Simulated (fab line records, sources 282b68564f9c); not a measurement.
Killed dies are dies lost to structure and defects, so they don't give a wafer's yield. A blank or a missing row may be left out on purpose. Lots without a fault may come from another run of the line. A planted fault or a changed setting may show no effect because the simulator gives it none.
Split-lot experiment | flow rit_cmos | 5 lots, 23 wafers read, on a route of 202 steps

THE SPLIT
At RIT_ACTIVE_DEVELOP_10 (develop time 50 s), the setting develop_time_s was moved away from the recipe's 50 s on 10 of the 23 wafers read, by -12.2% to +12.1%. The other wafers ran this setting at the recipe's value.

FROM THE SPLIT TO THE READING: what the file shows between them, 3 steps
- RIT_ACTIVE_CD_MEAS_11: target cd 1400 nm
- RIT_ACTIVE_ETCH_13: etches Si3N4 in SF6, stops on SiO2, time 210 s, target depth 210 nm (also split here: rf_w)
- RIT_ACTIVE_STRIP_14: strips in O2, time 180 s

THE READING
cd_nm, in nm, at RIT_ACTIVE_CD_MEAS_90 (target cd 1400 nm). Fault-free wafers of this fab line usually give 1400.5 nm, standard deviation 2.6 nm.

wafer  | tool, chamber at the split | develop_time_s as run, s | against the recipe | cd_nm, nm | against lot-mates on the recipe
L075.2 | litho_track-04, 0          | 50                       | recipe             | 1400.2    | -
L075.3 | litho_track-04, 0          | 47.02                    | -6.0%              | 1407.8    | +6.0
L075.4 | litho_track-04, 0          | 47.02                    | -6.0%              | 1407.5    | +5.8
L075.5 | litho_track-04, 0          | 47.02                    | -6.0%              | 1407.1    | +5.3
L075.6 | litho_track-04, 0          | 50                       | recipe             | 1403.3    | -
L077.1 | litho_track-02, 0          | 50                       | recipe             | 1399.9    | -
L077.2 | litho_track-02, 0          | 50                       | recipe             | 1397.0    | -
L077.3 | litho_track-02, 0          | 43.9                     | -12.2%             | 1414.8    | +16.0
L077.4 | litho_track-02, 0          | 43.9                     | -12.2%             | 1413.3    | +14.5
L077.6 | litho_track-02, 0          | 50                       | recipe             | 1399.4    | -
L079.1 | litho_track-03, 0          | 50                       | recipe             | 1398.9    | -
L079.3 | litho_track-03, 0          | 50                       | recipe             | 1399.9    | -
L079.5 | litho_track-03, 0          | 50                       | recipe             | 1397.0    | -
L080.1 | litho_track-03, 0          | 50                       | recipe             | 1397.2    | -
L080.3 | litho_track-03, 0          | 50                       | recipe             | 1397.3    | -
L080.4 | litho_track-03, 0          | 46.5                     | -7.0%              | 1405.5    | +7.2
L080.5 | litho_track-03, 0          | 46.5                     | -7.0%              | 1407.4    | +9.1
L080.6 | litho_track-03, 0          | 50                       | recipe             | 1400.5    | -
L082.2 | litho_track-04, 0          | 56.07                    | +12.1%             | 1396.5    | -9.9
L082.3 | litho_track-04, 0          | 50                       | recipe             | 1405.3    | -
L082.4 | litho_track-04, 0          | 56.07                    | +12.1%             | 1394.0    | -12.4
L082.5 | litho_track-04, 0          | 56.07                    | +12.1%             | 1393.1    | -13.3
L082.6 | litho_track-04, 0          | 50                       | recipe             | 1407.5    | -

THE FIT
A straight line over all 23 wafers: cd_nm changes by -0.779 nm for each +1% of develop_time_s; r = -0.86; the points scatter about the line by 3.1 nm.
The same after taking each lot's own level away (the mean of its wafers on the recipe; 23 wafers): -1.07 nm for each +1%; r = -0.98; scatter 1.5 nm.
On that fit, the largest move of develop_time_s shifts the reading by 13 nm.
The lots' own levels span 1398.33 to 1406.40 nm, that is 3.1 times the standard deviation above.
So the lot-to-lot level changes the slope: the two fits differ.
Check: with one of the wafers moved furthest among these (-12.2%) left out of the fit, the line predicts +12.8 nm for it against its lot-mates. It came out at +16 nm against them.

OTHER SPLITS ON THESE WAFERS
These wafers also went through other splits before the reading. Each is held against what the fit with the lots' levels taken away leaves over:
other split on the same wafers      | wafers away from the commonest value | r with cd_nm (lot level and that fit taken away)
RIT_ACTIVE_CVD_03 sih2cl2_flow_sccm | 18                                   | -0.01
RIT_ACTIVE_ETCH_13 rf_w             | 5                                    | +0.12

THE WHOLE CHAIN: every reading that the file lists as answering this split, in the file's order
step                  | what it does      | reading | change (the file's fit)              | r (the file's)
RIT_ACTIVE_CD_MEAS_11 | target cd 1400 nm | cd_nm   | -1.1 nm for each +1% of the setting  | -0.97
RIT_ACTIVE_CD_MEAS_90 | target cd 1400 nm | cd_nm   | -1.11 nm for each +1% of the setting | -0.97

THE FILE'S OWN FIT
cd_nm changes by -1.11 nm for each +1% of develop_time_s, r = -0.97.
